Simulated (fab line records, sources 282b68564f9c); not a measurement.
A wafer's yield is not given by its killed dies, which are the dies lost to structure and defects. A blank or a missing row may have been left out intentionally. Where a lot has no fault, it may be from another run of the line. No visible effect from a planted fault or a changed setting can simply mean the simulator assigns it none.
fab line records | flow ritCmos
record: lots: 6 wafers: 18 lastDay: 7
route steps=202 shown NWELL@35 PWELL@39 M1@202
lots that met no fault: taken from a fault-free run of the same line
startH: the number of hours between the record's first day and the start of the first shown wafer of the lot | waitH: hours from the lot's prior step to this one | " unchanged from the row above | L1.1+2: one row covering several wafers at once | - no value present, or no start provided | * or withheld: withheld | < > ~ a bound
route shown NAME@n: a module of which the file shows steps, and the number in the route of the first | usual: the fault-free wafers' mean and standard deviation | same: alike in all rows | chamber/n: place in a boat | sites: per-site readings | _std_site: how widely they spread, as a standard deviation | _edge_site: inner sites' mean taken away from outer sites' mean | radiusMm: how far each site lies from the wafer's centre | mask NAME#n: copy n | behind: tool/chamber where the wafer was last shaped | hold: what put the lot on hold/how long, in hours/how the hold closed | device: names the non-switching transistor (n, p or np) | end of line: tests run on the same wafers once the route is complete | a step given without rows: its recipe and nothing more | killed: at the first sort, the dies lost to defects and structure; wafer yield is something else | map: per-die view of a wafer (x killed, . not killed, _ where there is no die)
set.NAME: the setting the step ran with; set.NAME@STEP: the setting that earlier step ran with | model.NAME: the simulator's own value behind a step, which no gauge read
lots at selected steps of the route; one table per step, one row per wafer
services: from which hour (startH, from the record's first day; less than 0 if before it) a tool's chamber was out of use, for how many hours, and why
== steps ==
step: RIT_NWELL_HARDBAKE_07
recipe: resist: NOVOLAK tempC: 139.2 timeS: 120
step: RIT_NWELL_IMPLANT_08
recipe: species: P energyKev: 170 doseCm2: 5e+13 tiltDeg: 7
step: RIT_NWELL_STRIP_09
recipe: chemistry: O2 timeS: 180 resist: NOVOLAK platenTempC: withheld powerW: 500 pressureMtorr: 4000 o2FlowSccm: 4000
usual: drypumpMotorCurrentA: 5.5/0.41
columns lot.wafer tool chamber startH waitH drypumpMotorCurrentA rfHoursCounterH
L354.2 plasmaAsher-01 1 52.35 0.1 5.4 40
L354.4 " 1 " " 5.4 -
L354.6 " 1 " " 5.4 -
L362.4 plasmaAsher-04 1 92.58 0.1 5.2 -
L362.5 " 0 " " 5.7 -
L362.6 " 1 " " 5.3 -
L363.1 plasmaAsher-02 0 99.57 0.1 5.3 44
L363.3 " 1 " " 6.2 -
L363.4 " 0 " " 5.3 -
L366.1 plasmaAsher-04 0 112.39 0.1 5.8 34
L366.3 " 0 " " 5.7 -
L366.4 " 1 " " 5.2 -
L369.1 plasmaAsher-02 1 126.37 0.1 6.2 1
L369.5 " 1 " " 6.1 -
L369.6 " 0 " " 5.3 -
L370.1 plasmaAsher-01 1 133.56 0.1 5.4 49
L370.3 " 1 " " 5.4 -
L370.4 " 0 " " 4.9 -
step: RIT_NWELL_TW_MEAS_10
usual: NWELL_TW: 2150/25
columns lot.wafer tool chamber startH waitH NWELL_TW
L354.2 filmMetro-03 - 52.54 0.1 2170
L354.4 " - " " 2171
L354.6 " - " " 2166
L362.4 filmMetro-02 - 92.73 0.1 2121
L362.5 " - " " 2103
L362.6 " - " " 2106
L363.1 filmMetro-01 - 99.74 0.1 2163
L363.3 " - " " 2162
L363.4 " - " " 2162
L366.1 filmMetro-01 - 112.57 0.1 2171
L366.3 " - " " 2181
L366.4 " - " " 2175
L369.1 filmMetro-02 - 126.54 0.1 2112
L369.5 " - " " 2108
L369.6 " - " " 2124
L370.1 filmMetro-02 - 133.74 0.1 2116
L370.3 " - " " 2118
L370.4 " - " " 2107
step: RIT_PWELL_HMDS_00
recipe: primeTimeS: 60 primeTempC: 140
step: RIT_PWELL_COAT_01
recipe: resist: NOVOLAK spinRpm: 2000 resistThkNm: 1300
step: RIT_PWELL_SOFTBAKE_02
recipe: resist: NOVOLAK tempC: 90 timeS: 60
step: RIT_PWELL_EXPOSE_03
recipe: maskId: M3 na: 0.57 targetCdNm: 43700 doseMj: 250
step: RIT_PWELL_PEB_04
recipe: resist: NOVOLAK tempC: withheld timeS: withheld
step: RIT_PWELL_DEVELOP_05
recipe: resist: NOVOLAK developTimeS: 68 devTempC: 23
step: RIT_PWELL_OVL_MEAS_06
usual: PWELL_OVL: -0.1/1.3
columns lot.wafer tool chamber startH waitH PWELL_OVL[nm]
L354.2 overlay-02 - 53.57 - -1.0
L354.4 " - " " -0.2
L354.6 " - " " -0.5
L362.4 overlay-02 - 93.66 - -0.6
L362.5 " - " " -1.5
L362.6 " - " " 1.0
L363.1 overlay-01 - 100.68 - 0.9
L363.3 " - " " 2.6
L363.4 " - " " 0.6
L366.1 overlay-01 - 113.51 - -1.4
L366.3 " - " " 0.1
L366.4 " - " " 1.8
L369.1 overlay-01 - 127.48 - -1.4
L369.5 " - " " -0.2
L369.6 " - " " -2.9
L370.1 overlay-01 - 134.68 - -1.4
L370.3 " - " " -1.9
L370.4 " - " " -2.5
step: RIT_PWELL_HARDBAKE_07
recipe: resist: NOVOLAK tempC: 140 timeS: 120
step: RIT_PWELL_IMPLANT_08
recipe: species: B energyKev: 169 doseCm2: 7e+13 tiltDeg: 7
usual: doseIonsCm2: 6.999e+13/7.6e+10 endStationPressureTorr: 5.17e-06/2.7e-07 faradayCurrentUA: 222/4.4
columns lot.wafer tool chamber startH waitH doseIonsCm2 endStationPressureTorr faradayCurrentUA
L354.2 implanter-04 0 53.87 0.2 7.015e+13 5.53e-06 225
L354.4 " 0 " " 7.01e+13 5.41e-06 219
L354.6 " 0 " " 7.002e+13 5.28e-06 229
L362.4 implanter-04 0 94.00 0.2 6.996e+13 5.22e-06 230
L362.5 " 0 " " 6.999e+13 5.04e-06 228
L362.6 " 0 " " 6.999e+13 5.45e-06 213
L363.1 implanter-04 0 100.97 0.2 5.092e+13 4.91e-06 165
L363.3 " 0 " " 5.094e+13 4.81e-06 167
L363.4 " 0 " " 5.087e+13 5.22e-06 164
L366.1 implanter-04 0 113.79 0.2 5.083e+13 5.2e-06 162
L366.3 " 0 " " 5.082e+13 5.37e-06 160
L366.4 " 0 " " 5.078e+13 5.34e-06 165
L369.1 implanter-03 0 127.77 0.2 7.006e+13 4.31e-06 224
L369.5 " 0 " " 7.001e+13 4.94e-06 222
L369.6 " 0 " " 7.003e+13 5.44e-06 221
L370.1 implanter-02 0 135.15 0.2 6.996e+13 5.51e-06 225
L370.3 " 0 " " 6.999e+13 5.25e-06 221
L370.4 " 0 " " 7.007e+13 5.33e-06 225
step: RIT_PWELL_STRIP_09
recipe: chemistry: O2 timeS: 180 resist: NOVOLAK platenTempC: withheld powerW: 500 pressureMtorr: 4000 o2FlowSccm: 4000
usual: drypumpMotorCurrentA: 5.6/0.35
columns lot.wafer tool chamber startH waitH drypumpMotorCurrentA rfHoursCounterH
L354.2 plasmaAsher-03 1 54.00 0.1 6.0 40
L354.4 " 0 " " 5.5 -
L354.6 " 1 " " 6.0 -
L362.4 plasmaAsher-02 0 94.13 0.1 5.3 -
L362.5 " 1 " " 6.1 -
L362.6 " 0 " " 5.3 -
L363.1 plasmaAsher-03 1 101.12 0.1 6.0 45
L363.3 " 0 " " 5.5 -
L363.4 " 1 " " 6.0 -
L366.1 plasmaAsher-04 0 113.94 0.1 5.8 34
L366.3 " 0 " " 5.7 -
L366.4 " 1 " " 5.2 -
L369.1 plasmaAsher-02 1 127.92 0.1 6.1 1
L369.5 " 0 " " 5.3 -
L369.6 " 1 " " 6.1 -
L370.1 plasmaAsher-03 0 135.30 0.1 5.5 49
L370.3 " 0 " " 5.5 -
L370.4 " 1 " " 6.0 -
step: RIT_PWELL_TW_MEAS_10
usual: PWELL_TW: 955/11
columns lot.wafer tool chamber startH waitH hold PWELL_TW
L354.2 filmMetro-01 - 54.18 0.1 - 971
L354.4 " - " " - 962
L354.6 " - " " - 969
L362.4 filmMetro-02 - 94.28 0.1 - 936
L362.5 " - " " - 937
L362.6 " - " " - 938
L363.1 filmMetro-01 - 101.29 0.1 awaitDispo/0.2h/release 875
L363.3 " - " " awaitDispo/0.2h/release 869
L363.4 " - " " awaitDispo/0.2h/release 868
L363.1 filmMetro-01 - 101.52 0.2 - 865
L363.3 " - " " - 871
L363.4 " - " " - 870
L366.1 filmMetro-01 - 114.12 0.1 awaitDispo/0.2h/release 873
L366.3 " - " " awaitDispo/0.2h/release 876
L366.4 " - " " awaitDispo/0.2h/release 871
L366.1 filmMetro-01 - 114.34 0.2 - 873
L366.3 " - " " - 871
L366.4 " - " " - 865
L369.1 filmMetro-01 - 128.09 0.1 - 955
L369.5 " - " " - 953
L369.6 " - " " - 953
L370.1 filmMetro-01 - 135.48 0.1 - 958
L370.3 " - " " - 953
L370.4 " - " " - 951
step: RIT_WELLDRIVE_RS_MEAS_01
recipe: thkMeasGauge: four-point-probe
usual: NWELL_RS: 275.4/0.97
columns lot.wafer tool chamber startH waitH NWELL_RS[ohm/sq]
L354.2 filmMetro-02 - 60.76 0.0 275.6
L354.4 " - " " 276.4
L354.6 " - " " 274.6
L362.4 filmMetro-01 - 100.41 0.1 276.0
L362.5 " - " " 274.9
L362.6 " - " " 275.5
L363.1 filmMetro-02 - 110.52 0.0 277.3
L363.3 " - " " 276.8
L363.4 " - " " 276.7
L366.1 filmMetro-01 - 126.29 0.0 274.9
L366.3 " - " " 274.7
L366.4 " - " " 274.7
L369.1 filmMetro-03 - 134.07 0.0 275.3
L369.5 " - " " 274.5
L369.6 " - " " 273.8
L370.1 filmMetro-02 - 140.62 0.0 274.6
L370.3 " - " " 277.0
L370.4 " - " " 276.1
step: RIT_WELLDRIVE_RS_MEAS_02
recipe: thkMeasGauge: four-point-probe
usual: PWELL_RS: 430.0/1.4
columns lot.wafer tool chamber startH waitH hold PWELL_RS[ohm/sq]
L354.2 filmMetro-02 - 60.88 0.1 - 430.4
L354.4 " - " " - 430.1
L354.6 " - " " - 430.1
L362.4 filmMetro-01 - 100.53 0.1 - 431.2
L362.5 " - " " - 430.1
L362.6 " - " " - 431.2
L363.1 filmMetro-02 - 110.64 0.1 awaitDispo/0.2h/release 527.0
L363.3 " - " " awaitDispo/0.2h/release 528.8
L363.4 " - " " awaitDispo/0.2h/release 525.9
L363.1 filmMetro-02 - 110.95 0.3 - 526.1
L363.3 " - " " - 527.6
L363.4 " - " " - 527.7
L366.1 filmMetro-01 - 126.41 0.1 awaitDispo/0.2h/release 524.6
L366.3 " - " " awaitDispo/0.2h/release 525.1
L366.4 " - " " awaitDispo/0.2h/release 526.8
L366.1 filmMetro-01 - 126.70 0.3 - 525.3
L366.3 " - " " - 525.1
L366.4 " - " " - 526.7
L369.1 filmMetro-03 - 134.19 0.1 - 431.4
L369.5 " - " " - 431.1
L369.6 " - " " - 429.8
L370.1 filmMetro-02 - 140.74 0.1 - 429.1
L370.3 " - " " - 431.2
L370.4 " - " " - 430.8
step: RIT_M1_PROBE_99
usual: defectLimitedYield: 97.2/1.3 killedAtFrontEnd: 7/3.3 killedDies: 7/3.3 killedOpen: 3.5/2 killedShort: 3.8/2.2 sort_bin_3_pad_short: 0.2/0.27 sort_bin_5_function: 1.6/0.86 sort_bin_6_memory: 1.1/0.66 sortNPass: 257/3.3 sortYieldPct: 97.2/1.3
same: grossDies: 264 killed_at_M0_to_M3: 0 killed_at_M4_up: 0 killedAtBackSide: 0 killedAtContacts: 0 killedAtOther: 0
columns lot.wafer tool chamber startH waitH defectLimitedYield[%] killedAtFrontEnd killedDies killedOpen killedShort sort_bin_3_pad_short[%] sort_bin_5_function[%] sort_bin_6_memory[%] sortNPass sortYieldPct[%]
L354.2 prober-02 - 91.72 0.1 95.8 11 11 6 5 0 1.9 2.3 253 95.8
L354.4 prober-02 - 91.82 0.2 96.2 10 10 5 5 0 1.9 1.9 254 96.2
L354.6 prober-02 - 91.92 0.2 97.0 8 8 3 5 0.4 2.3 0.4 256 97.0
L362.4 prober-02 - 132.44 0.2 96.2 10 10 4 6 0.4 2.3 1.1 254 96.2
L362.5 prober-02 - 132.49 0.2 97.7 6 6 3 3 0.8 0.4 1.1 258 97.7
L362.6 prober-02 - 132.54 0.2 97.3 7 7 4 3 0 1.9 0.8 257 97.3
L369.1 prober-01 - 164.17 0.1 97.3 7 7 2 5 0.4 1.5 0.8 257 97.3
L369.5 prober-01 - 164.37 0.2 96.2 10 10 4 6 0 2.3 1.5 254 96.2
L369.6 prober-01 - 164.42 0.2 96.6 9 9 4 5 0.8 1.9 0.8 255 96.6
L370.1 prober-02 - 173.35 0.1 97.3 7 7 3 4 0 2.3 0.4 257 97.3
L370.3 prober-02 - 173.45 0.2 96.6 9 9 4 5 0 2.3 1.1 255 96.6
L370.4 prober-02 - 173.50 0.2 97.0 8 8 2 6 1.1 1.1 0.8 256 97.0
killed by level:class
L354.2 GATE:geometricParticle:open=3 GATE:geometricParticle:short=2 REOX:geometricParticle:open=2 FOX1:geometricParticle:short=1 SILICIDE:geometricParticle:open=1 REOX:geometricParticle:short=1 SILICIDE:geometricParticle:short=1
L354.4 GATE:geometricParticle:open=3 GATE:geometricParticle:short=3 REOX:geometricParticle:open=1 REOX:geometricParticle:short=1 SPACER:geometricParticle:open=1 SILICIDE:geometricParticle:short=1
L354.6 GATE:geometricParticle:short=3 FOX2:geometricParticle:open=1 FOX2:geometricParticle:short=1 GATE:geometricParticle:open=1 REOX:geometricParticle:open=1 SILICIDE:geometricParticle:short=1
L362.4 FOX2:geometricParticle:short=3 FOX1:geometricParticle:open=2 FOX1:geometricParticle:short=1 FOX2:geometricParticle:open=1 GATE:geometricParticle:short=1 SPACER:geometricParticle:short=1 SILICIDE:geometricParticle:open=1
L362.5 FOX1:geometricParticle:short=3 REOX:geometricParticle:open=2 SILICIDE:geometricParticle:open=1
L362.6 SILICIDE:geometricParticle:open=2 FOX2:geometricParticle:short=1 FOX2:geometricParticle:open=1 GATE:geometricParticle:short=1 REOX:geometricParticle:short=1 SPACER:geometricParticle:open=1
L369.1 GATE:geometricParticle:short=3 GATE:geometricParticle:open=2 ACTIVE:geometricParticle:short=1 FOX1:geometricParticle:short=1
L369.5 REOX:geometricParticle:short=3 ACTIVE:geometricParticle:open=1 FOX1:geometricParticle:short=1 GATE:geometricParticle:short=1 REOX:geometricParticle:open=1 SPACER:geometricParticle:open=1 SILICIDE:geometricParticle:open=1 SILICIDE:geometricParticle:short=1
L369.6 GATE:geometricParticle:open=2 SPACER:geometricParticle:short=2 SPACER:geometricParticle:open=2 FOX1:geometricParticle:short=1 GATE:geometricParticle:short=1 REOX:geometricParticle:short=1
L370.1 SPACER:geometricParticle:short=2 FOX2:geometricParticle:open=1 GATE:geometricParticle:open=1 GATE:geometricParticle:short=1 REOX:geometricParticle:open=1 SILICIDE:geometricParticle:short=1
L370.3 FOX1:geometricParticle:open=3 GATE:geometricParticle:short=3 FOX1:geometricParticle:short=1 SILICIDE:geometricParticle:open=1 SILICIDE:geometricParticle:short=1
L370.4 SPACER:geometricParticle:open=2 SPACER:geometricParticle:short=2 SILICIDE:geometricParticle:short=2 FOX1:geometricParticle:short=1 GATE:geometricParticle:short=1
== services ==
columns tool chamber startH hours kind
implanter-02 - 28.50 4.6 pm
plasmaAsher-03 - 45.49 2.8 repair
implanter-02 - 55.32 15.0 repair
implanter-02 - 61.41 2.1 repair
plasmaAsher-03 - 78.11 4.9 repair
plasmaAsher-02 - 108.75 9.0 pm
plasmaAsher-02 0 108.75 9.0 ventCycle
plasmaAsher-02 1 108.75 9.0 ventCycle
plasmaAsher-02 0 117.75 - clean
plasmaAsher-02 1 117.75 - clean
implanter-04 - 127.24 5.9 repair
== key ==
firstSign: step: RIT_PWELL_IMPLANT_08 reading: doseIonsCm2 direction: down sigmas: 99+ usual: 6.999e+13 struck: 5.086e+13
effect: step: RIT_PWELL_IMPLANT_08 reading: faradayCurrentUA direction: down sigmas: 13 usual: 222 struck: 164
effect: step: RIT_PWELL_TW_MEAS_10 reading: visit direction: added
effect: step: RIT_PWELL_TW_MEAS_10 reading: PWELL_TW direction: down sigmas: 7.5 usual: 955 struck: 872
effect: step: RIT_WELLDRIVE_RS_MEAS_02 reading: visit direction: added
effect: step: RIT_WELLDRIVE_RS_MEAS_02 reading: PWELL_RS direction: up sigmas: 71 usual: 430.0 struck: 526.4
metAt RIT_PWELL_IMPLANT_08
struckWafers L363.1,L363.3,L363.4,L366.1,L366.3,L366.4
scrappedBehind RIT_WELLDRIVE_RS_MEAS_02 L363.1,L363.3,L363.4,L366.1,L366.3,L366.4
onsetBetween 94.00 100.97
fault: kind: processParameterDrift tool: implanter-04 chamber: - onsetH: 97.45 steps: RIT_PWELL_IMPLANT_08 channel: doseCm2 offset: -1.9043e+13 shape: step endH: 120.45 actsIn: theseRecipesOnly stated: 7e+13
